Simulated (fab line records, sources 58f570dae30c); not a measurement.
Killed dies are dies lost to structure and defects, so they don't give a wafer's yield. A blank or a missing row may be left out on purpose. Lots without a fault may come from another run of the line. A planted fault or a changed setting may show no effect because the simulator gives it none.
One fault seen from 2 desks | flow berkeley_cmos170 | each desk has only its own numbers; what lay behind them comes last

THE METROLOGY DESK
What the gauges read, lot by lot, whatever tool the lot ran on: means of the sampled wafers that have a number. A lot is out of limits, marked OUT, if its mean lies more than 4 standard deviations from the usual mean; the brackets give that distance.
Columns: A = PFIELD_OVL at UCB170_PFIELD_OVL_MEAS_06, usual 2 nm; B = FIELD_OXIDE_LEFT_2_THK at UCB170_FIELD_THK_MEAS_91, usual 355 nm; C = GATE_POLY_THK at UCB170_GATE_THK_MEAS_05, usual 214.2 nm
lot  | first seen here | A  | B   | C
L683 | day 4 11:33     | -2 | 338 | 212.6
L684 | day 4 15:35     | -4 | 348 | 213.7
L685 | day 4 16:22     | 2  | 345 | 214.4
L686 | day 4 22:05     | 9  | 362 | 209.7
L689 | day 5 15:41     | 2  | 356 | 212.5
L690 | day 6 09:58     | 5  | 369 | 211.0
L691 | day 6 10:12     | -2 | 344 | 217.6
L692 | day 6 10:14     | -4 | 349 | 216.4
L693 | day 7 01:28     | 1  | 363 | 214.1
L697 | day 7 10:17     | 3  | 355 | 214.6
L698 | day 8 06:44     | -3 | 349 | 213.7
L701 | day 8 14:06     | 10 | 357 | 214.5
L699 | day 8 14:13     | -1 | 365 | 213.9
L704 | day 8 14:29     | 5  | 351 | 212.5
L705 | day 8 21:51     | 3  | 352 | 214.7
This desk's finding: nothing out of limits on any of the 15 lots.

THE TOOL OWNER'S DESK: rie_diel-03
The tool's own readings at UCB170_ACTIVE_ETCH_15 (etches Si3N4 in CH3F/Ar/O2, stops on SiO2, target depth 242 nm, time 151 s): means of the sampled wafers that have a number, for each lot that ran on this tool. A lot is out of limits, marked OUT, if its mean lies more than 4 standard deviations from the usual mean; the brackets give that distance.
Columns: A = drypump_motor_current_A at UCB170_ACTIVE_ETCH_15, usual 5.8 A; B = oes_product_au at UCB170_ACTIVE_ETCH_15, usual 0.937 a.u.; C = throttle_valve_pct at UCB170_ACTIVE_ETCH_15, usual 8.04 %
lot  | first seen here | A   | B     | C
L685 | day 4 12:59     | 5.3 | 0.939 | 8.12
L689 | day 5 14:20     | 5.3 | 0.940 | 8.12
L690 | day 6 04:19     | 5.3 | 0.942 | 8.04
L692 | day 6 04:52     | 5.6 | 0.944 | 8.04
L693 | day 6 19:12     | 5.5 | 0.936 | 8.13
L697 | day 7 05:59     | 5.5 | 0.936 | 8.13
L698 | day 8 03:29     | 5.6 | 0.925 | 8.04
L701 | day 8 09:18     | 5.7 | 0.931 | 8.04
L699 | day 8 09:49     | 5.8 | 0.936 | 8.12
This desk's finding: nothing out of limits on any of the 9 lots.

PUT TOGETHER
The metrology desk saw nothing out of limits.
The tool owner's desk saw nothing out of limits.

WHAT THE SIMULATOR HAD PUT IN
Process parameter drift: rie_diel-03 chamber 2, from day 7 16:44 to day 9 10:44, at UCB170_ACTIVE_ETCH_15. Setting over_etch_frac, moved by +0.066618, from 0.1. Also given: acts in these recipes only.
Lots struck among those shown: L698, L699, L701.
